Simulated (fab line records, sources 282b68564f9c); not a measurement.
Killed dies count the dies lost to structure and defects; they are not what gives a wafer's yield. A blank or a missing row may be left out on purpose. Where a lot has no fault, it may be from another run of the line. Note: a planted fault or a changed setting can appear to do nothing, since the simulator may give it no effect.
fab line records	flow rit_cmos
record: lots: 7	wafers: 21	last_day: 7
route steps=202 shown SILICIDE@163 CONTACT@168
lots that met no fault: taken from a fault-free run of the same line
start_h: hours from the record's opening day to when the first of the lot's shown wafers began	wait_h: how many hours have passed since the lot's step before this one	" repeats the value in the row above	L1.1+2: a single row standing in for several wafers	- value missing, or start not given	* or withheld: withheld	< > ~ a bound
route shown NAME@n: a module of which the file shows steps, and the number in the route of the first	usual: mean/standard deviation of fault-free wafers	same: alike in all rows	chamber/n: place in a boat	sites: readings site by site	_std_site: how widely they spread, as a standard deviation	_edge_site: inner sites' mean taken away from outer sites' mean	radius_mm: for every site, how far away it sits from the centre of the wafer	mask NAME#n: copy n	behind: the tool/chamber that last shaped the wafer	hold: what put the lot on hold/how long, in hours/how the hold closed	device: transistor that didn't switch, given as n, p or np	end of line: tests run on the same wafers once the route is complete	a step with no rows: only its recipe	killed: at the first sort, the dies lost to defects and structure; wafer yield is something else	map: shows each die of a wafer: x if killed, . if not, _ if none is there
set.NAME: the setting as run; set.NAME@STEP: as run at that earlier step	model.NAME: the simulator's own value behind a step, which no gauge read
certain route steps with their lots: each step a table, each wafer a row
services: a tool's chamber out of use, with start hour (start_h, from the record's first day; less than 0 if before it), hours out, and reason
== steps ==
step: RIT_SILICIDE_RS_MEAS_02
recipe: thk_meas_gauge: four-point-probe	reads: Ti_of_SILICIDE_SPUTTER_01
usual: SILICIDE_TI_RS: 47.8/0.93
lot.wafer	tool	chamber	start_h	wait_h	SILICIDE_TI_RS[ohm/sq]
L132.1	film_metro-01	-	101.63	0.1	48.7
L132.3	"	-	"	"	47.7
L132.5	"	-	"	"	46.3
L140.1	film_metro-04	-	138.25	0.1	46.2
L140.2	"	-	"	"	47.9
L140.6	"	-	"	"	48.0
L138.2	film_metro-03	-	138.75	0.1	47.0
L138.3	"	-	"	"	47.8
L138.5	"	-	"	"	47.0
L139.2	film_metro-04	-	140.80	0.1	47.4
L139.3	"	-	"	"	48.0
L139.4	"	-	"	"	46.7
L141.1	film_metro-04	-	143.47	0.1	47.0
L141.2	"	-	"	"	48.4
L141.6	"	-	"	"	48.6
L142.1	film_metro-03	-	147.87	0.1	47.9
L142.4	"	-	"	"	48.5
L142.5	"	-	"	"	48.0
L149.4	film_metro-04	-	170.70	0.1	46.7
L149.5	"	-	"	"	46.2
L149.6	"	-	"	"	46.3
step: RIT_SILICIDE_THK_MEAS_03
recipe: thk_meas_gauge: xrf	reads: Ti_of_SILICIDE_SPUTTER_01
usual: SILICIDE_TI_THK: 30.0/0.48
lot.wafer	tool	chamber	start_h	wait_h	SILICIDE_TI_THK[nm]
L132.1	film_metro-01	-	101.75	0.1	29.5
L132.3	"	-	"	"	30.1
L132.5	"	-	"	"	30.9
L140.1	film_metro-04	-	138.37	0.1	30.6
L140.2	"	-	"	"	29.8
L140.6	"	-	"	"	29.7
L138.2	film_metro-03	-	138.86	0.1	30.5
L138.3	"	-	"	"	30.0
L138.5	"	-	"	"	30.5
L139.2	film_metro-04	-	140.91	0.1	30.0
L139.3	"	-	"	"	29.9
L139.4	"	-	"	"	30.3
L141.1	film_metro-04	-	143.59	0.1	30.3
L141.2	"	-	"	"	29.5
L141.6	"	-	"	"	29.3
L142.1	film_metro-03	-	147.99	0.1	29.8
L142.4	"	-	"	"	29.6
L142.5	"	-	"	"	30.0
L149.4	film_metro-04	-	170.79	0.1	30.5
L149.5	"	-	"	"	30.7
L149.6	"	-	"	"	30.7
step: RIT_SILICIDE_RTA_04
recipe: temp_c: 650	time_s: 10	idle_temp_c: 25	ramp_up_s: 5	ramp_down_s: 5	cool_to_c: 25	ambient: N2
usual: anneal_temp_c_max: 654.7/1.3	chamber_o2_ppm: 1.997/0.022	wafer_temp_C_max: 654.3/0.81
lot.wafer	tool	chamber	start_h	wait_h	anneal_temp_c_max	chamber_o2_ppm	wafer_temp_C_max
L132.1	rtp_anneal-01	0	101.81	0.1	654.6	1.975	654.5
L132.3	"	0	"	"	653.5	1.977	653.9
L132.5	"	0	"	"	655.5	1.981	653.6
L140.1	rtp_anneal-01	0	138.43	0.1	654.3	2.028	656.0
L140.2	"	0	"	"	655.1	2.046	654.5
L140.6	"	0	"	"	655.3	1.997	654.2
L138.2	rtp_anneal-01	0	138.92	0.1	655.3	2.006	654.6
L138.3	"	0	"	"	655.4	2.005	653.5
L138.5	"	0	"	"	655.2	1.992	654.2
L139.2	rtp_anneal-02	0	140.97	0.1	653.2	2.003	654.8
L139.3	"	0	"	"	653.2	2.012	653.1
L139.4	"	0	"	"	652.8	2.009	654.4
L141.1	rtp_anneal-01	0	143.65	0.1	655.0	1.985	653.7
L141.2	"	0	"	"	654.9	1.973	655.0
L141.6	"	0	"	"	656.9	2.017	653.1
L142.1	rtp_anneal-01	0	148.05	0.1	654.6	1.984	653.7
L142.4	"	0	"	"	656.0	2.003	654.5
L142.5	"	0	"	"	656.2	2.005	654.3
L149.4	rtp_anneal-01	0	170.86	0.1	654.8	2.003	652.9
L149.5	"	0	"	"	654.8	2.001	653.4
L149.6	"	0	"	"	655.5	2.014	653.6
step: RIT_SILICIDE_WET_ETCH_05
recipe: chemistry: SPM	target: Ti	temp_c: 90	time_s: 120	dry: n2_spin
step: RIT_SILICIDE_RTA_06
recipe: temp_c: 750	time_s: 10	idle_temp_c: 25	ramp_up_s: 5	ramp_down_s: 10	cool_to_c: 25	ambient: N2
usual: anneal_temp_c_max: 754.7/1.4	chamber_o2_ppm: 2.000/0.022	wafer_temp_C_max: 755.0/0.94
lot.wafer	tool	chamber	start_h	wait_h	anneal_temp_c_max	chamber_o2_ppm	wafer_temp_C_max
L132.1	rtp_anneal-02	0	101.97	0.0	753.9	2.014	756.4
L132.3	"	0	"	"	754.3	1.987	754.6
L132.5	"	0	"	"	754.4	2.019	754.4
L140.1	rtp_anneal-02	0	138.54	0.0	753.2	2.009	754.9
L140.2	"	0	"	"	753.6	2.006	754.8
L140.6	"	0	"	"	753.6	1.981	754.7
L138.2	rtp_anneal-02	0	139.03	0.0	754.3	1.993	756.9
L138.3	"	0	"	"	753.3	1.986	755.1
L138.5	"	0	"	"	753.3	1.976	754.4
L139.2	rtp_anneal-01	0	141.12	0.0	756.9	2.037	754.2
L139.3	"	0	"	"	755.8	1.965	754.0
L139.4	"	0	"	"	755.9	1.961	754.1
L141.1	rtp_anneal-02	0	143.76	0.0	753.9	1.977	753.5
L141.2	"	0	"	"	753.4	1.973	755.5
L141.6	"	0	"	"	752.5	2.010	754.4
L142.1	rtp_anneal-02	0	148.16	0.0	753.0	1.975	754.8
L142.4	"	0	"	"	753.2	1.974	754.6
L142.5	"	0	"	"	755.1	1.969	755.3
L149.4	rtp_anneal-02	0	170.97	0.0	753.5	2.009	753.8
L149.5	"	0	"	"	754.1	2.015	757.1
L149.6	"	0	"	"	754.0	2.002	756.1
step: RIT_CONTACT_CVD_00
recipe: material: SiO2	target_thk_nm: 400	precursor: TEOS	temp_c: 390	time_s: 61	rf_w: 400
usual: heater_power_w: 330/51
lot.wafer	tool	chamber	start_h	wait_h	heater_power_w
L132.1	pecvd-03	0	102.03	0.1	314
L132.3	"	2	"	"	345
L132.5	"	1	"	"	333
L140.1	pecvd-01	2	138.60	0.1	315
L140.2	"	0	"	"	344
L140.6	"	2	"	"	337
L138.2	pecvd-04	2	139.08	0.0	384
L138.3	"	2	"	"	407
L138.5	"	2	"	"	407
L139.2	pecvd-03	2	141.18	0.0	352
L139.3	"	1	"	"	352
L139.4	"	2	"	"	374
L141.1	pecvd-01	0	143.82	0.1	312
L141.2	"	2	"	"	348
L141.6	"	1	"	"	271
L142.1	pecvd-04	2	148.23	0.1	441
L142.4	"	1	"	"	320
L142.5	"	0	"	"	328
L149.4	pecvd-03	0	171.03	0.0	316
L149.5	"	1	"	"	278
L149.6	"	2	"	"	303
step: RIT_CONTACT_THK_MEAS_01
recipe: reads: SiO2_of_CONTACT_CVD_00
usual: CONTACT_TEOS_THK: 400/4.9
lot.wafer	tool	chamber	start_h	wait_h	CONTACT_TEOS_THK[nm]
L132.1	film_metro-04	-	102.08	0.0	394
L132.3	"	-	"	"	388
L132.5	"	-	"	"	406
L140.1	film_metro-01	-	138.65	0.0	394
L140.2	"	-	"	"	393
L140.6	"	-	"	"	405
L138.2	film_metro-02	-	139.17	0.1	397
L138.3	"	-	"	"	402
L138.5	"	-	"	"	402
L139.2	film_metro-04	-	141.26	0.1	395
L139.3	"	-	"	"	400
L139.4	"	-	"	"	400
L141.1	film_metro-04	-	143.87	0.0	395
L141.2	"	-	"	"	404
L141.6	"	-	"	"	397
L142.1	film_metro-02	-	148.28	0.0	401
L142.4	"	-	"	"	413
L142.5	"	-	"	"	396
L149.4	film_metro-04	-	171.08	0.0	404
L149.5	"	-	"	"	404
L149.6	"	-	"	"	402
step: RIT_CONTACT_HMDS_02
recipe: prime_time_s: 60	prime_temp_c: 140
step: RIT_CONTACT_COAT_03
recipe: resist: NOVOLAK	spin_rpm: 3250	resist_thk_nm: 1000
step: RIT_CONTACT_SOFTBAKE_04
recipe: resist: NOVOLAK	temp_c: 90	time_s: 60
step: RIT_CONTACT_EXPOSE_05
recipe: mask_id: M11	na: 0.6	source_shape: conventional	sigma_outer: 0.5	target_cd_nm: 1000	dose_mj: 250
step: RIT_CONTACT_PEB_06
recipe: resist: NOVOLAK	temp_c: withheld	time_s: withheld
step: RIT_CONTACT_DEVELOP_07
recipe: resist: NOVOLAK	develop_time_s: 120	dev_temp_c: 23
usual: chill_plate_temp_C: 23.01/0.099	develop_time_s: 120/0	developer_temp_C: 22.99/0.11
lot.wafer	tool	chamber	start_h	wait_h	chill_plate_temp_C	develop_time_s	developer_temp_C
L132.1	litho_track-03	0	106	-	22.95	120	22.90
L132.3	"	0	"	"	23.09	120	22.94
L132.5	"	0	"	"	23.10	120	22.86
L140.1	litho_track-01	0	139	-	22.98	120	22.89
L140.2	"	0	"	"	23.14	120	22.94
L140.6	"	0	140	-	23.07	120	23.00
L138.2	litho_track-04	-	140	-	-	-	-
L138.3	"	-	"	"	-	-	-
L138.5	"	-	"	"	-	-	-
L139.2	litho_track-01	-	142	-	-	-	-
L139.3	"	-	"	"	-	-	-
L139.4	"	-	"	"	-	-	-
L141.1	litho_track-04	-	144	-	-	-	-
L141.2	"	-	"	"	-	-	-
L141.6	"	-	145	-	-	-	-
L142.1	litho_track-04	0	149	-	22.95	120	23.07
L142.4	"	0	"	"	23.06	120	22.92
L142.5	"	0	"	"	22.89	120	22.88
L149.4	litho_track-04	0	172	-	23.16	120	23.10
L149.5	"	0	"	"	22.99	120	23.06
L149.6	"	0	"	"	22.88	120	23.12
step: RIT_CONTACT_CD_MEAS_08
recipe: target_cd_nm: 1000
usual: cd_nm: 999.9/2.5
lot.wafer	tool	chamber	start_h	wait_h	cd_nm
L132.1	cd_sem-02	-	107.02	-	993.4
L132.3	"	-	"	"	994.4
L132.5	"	-	"	"	996.1
L140.1	cd_sem-02	-	140.07	-	996.9
L140.2	"	-	"	"	998.9
L140.6	"	-	"	"	996.2
L138.2	cd_sem-02	-	140.43	-	-
L138.3	"	-	"	"	-
L138.5	"	-	"	"	-
L139.2	cd_sem-02	-	142.43	-	-
L139.3	"	-	"	"	-
L139.4	"	-	"	"	-
L141.1	cd_sem-01	-	145.19	-	-
L141.2	"	-	"	"	-
L141.6	"	-	"	"	-
L142.1	cd_sem-02	-	149.44	-	1006.2
L142.4	"	-	"	"	1003.6
L142.5	"	-	"	"	1004.2
L149.4	cd_sem-01	-	172.38	-	1002.5
L149.5	"	-	"	"	1000.7
L149.6	"	-	"	"	998.6
== services ==
tool	chamber	start_h	hours	kind
pecvd-04	-	115.27	1.2	repair
pecvd-04	-	116.11	0.7	repair
pecvd-03	0	135.56	28.5	repair
pecvd-04	0	138.15	9.2	repair
== key ==
first_sign: step: RIT_CONTACT_DEVELOP_07	reading: tool_record	direction: missing
effect none on later readings
met_at RIT_CONTACT_DEVELOP_07
struck_wafers L138.2,L138.3,L138.5,L139.2,L139.3,L139.4,L141.1,L141.2,L141.6
later_rows_left_out L138.2,L138.3,L138.5,L139.2,L139.3,L139.4,L141.1,L141.2,L141.6
sort_left_out L138.2,L138.3,L138.5,L139.2,L139.3,L139.4,L141.1,L141.2,L141.6
tester_left_out L138,L139,L141
onset_between 139 140
fault: kind: skipped_step_whole	tool: litho_track-01,litho_track-04	chamber: -	onset_h: 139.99	steps: RIT_CONTACT_DEVELOP_07	scope: struck_lots_only
tester_left_out: of these lots the tester's yield and bins aren't shown, on N5 and GAA mostly nor the transistor test; their killed dies are dies lost to structure and defects alone, not to doping, threshold or leakage, so they don't give the yield
sort_left_out: the simulated sort isn't trusted on such a fault, so these wafers' sort isn't shown, and their yield isn't known
later_rows_left_out: the simulator's readings of these wafers behind a module that went badly wrong aren't trusted and aren't shown, but for the sort
